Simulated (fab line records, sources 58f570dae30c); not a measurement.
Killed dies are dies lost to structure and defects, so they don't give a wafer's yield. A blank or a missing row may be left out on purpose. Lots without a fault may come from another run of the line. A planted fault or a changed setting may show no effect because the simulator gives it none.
One fault seen from 2 desks | flow berkeley_cmos170 | each desk has only its own numbers; what lay behind them comes last

THE METROLOGY DESK
What the gauges read, lot by lot, whatever tool the lot ran on: means of the sampled wafers that have a number. A lot is out of limits, marked OUT, if its mean lies more than 4 standard deviations from the usual mean; the brackets give that distance.
Columns: A = M2_AL_RS at UCB170_M2_RS_MEAS_02, usual 0.0321 ohm/sq; B = M2_AL_THK at UCB170_M2_THK_MEAS_03, usual 902 nm
lot  | first seen here | A                 | B
L558 | day 7 00:29     | 0.0319            | 908
L560 | day 7 13:13     | 0.0316            | 926
L561 | day 8 02:07     | 0.0321            | 904
L562 | day 8 12:06     | 0.0316            | 919
L564 | day 8 12:14     | 0.0323            | 891
L565 | day 9 06:26     | 0.0321            | 899
L566 | day 9 12:54     | 0.0323            | 895
L570 | day 9 22:23     | 0.0317            | 914
L567 | day 9 23:01     | 0.0326            | 887
L569 | day 10 04:12    | 0.0325            | 888
L572 | day 10 11:19    | 0.0319            | 905
L575 | day 11 01:53    | 0.0362 (+11) OUT  | 802 (-8.4) OUT
L578 | day 11 14:44    | 0.0354 (+8.4) OUT | 820 (-6.8) OUT
L581 | day 12 06:04    | 0.0318            | 909
This desk's finding: out of limits on L575, L578; first on L575, day 11 01:53 (M2_AL_RS at UCB170_M2_RS_MEAS_02). In limits: L558, L560, L561, L562, L564, L565, L566, L570, L567, L569, L572, L581.

THE TOOL OWNER'S DESK: pvd_sputter-04
The tool's own readings at UCB170_M2_SPUTTER_01 (material Al, target thk 900 nm, time 120 s): means of the sampled wafers that have a number, for each lot that ran on this tool. A lot is out of limits, marked OUT, if its mean lies more than 4 standard deviations from the usual mean; the brackets give that distance.
Columns: A = throttle_valve_pct at UCB170_M2_SPUTTER_01, usual 29.8 %
lot  | first seen here | A
L558 | day 7 00:25     | 29.8
L560 | day 7 13:08     | 30.2
L561 | day 8 02:02     | 30.0
L564 | day 8 12:08     | 30.1
L570 | day 9 22:17     | 29.8
L575 | day 11 01:48    | 29.7
L578 | day 11 14:38    | 29.4
This desk's finding: nothing out of limits on any of the 7 lots.

PUT TOGETHER
The metrology desk could have raised an alarm at day 11 01:53, on L575, L578.
The tool owner's desk saw nothing out of limits.
The tool owner's desk has L575, L578 on record, within its limits.
Of the lots named, all ran UCB170_M2_SPUTTER_01 on pvd_sputter-04.

WHAT THE SIMULATOR HAD PUT IN
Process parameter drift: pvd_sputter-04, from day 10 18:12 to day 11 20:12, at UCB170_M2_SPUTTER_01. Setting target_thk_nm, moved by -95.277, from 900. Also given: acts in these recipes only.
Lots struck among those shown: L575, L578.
Hours from the fault's start to each desk's first reading out of limits: the metrology desk, 8.
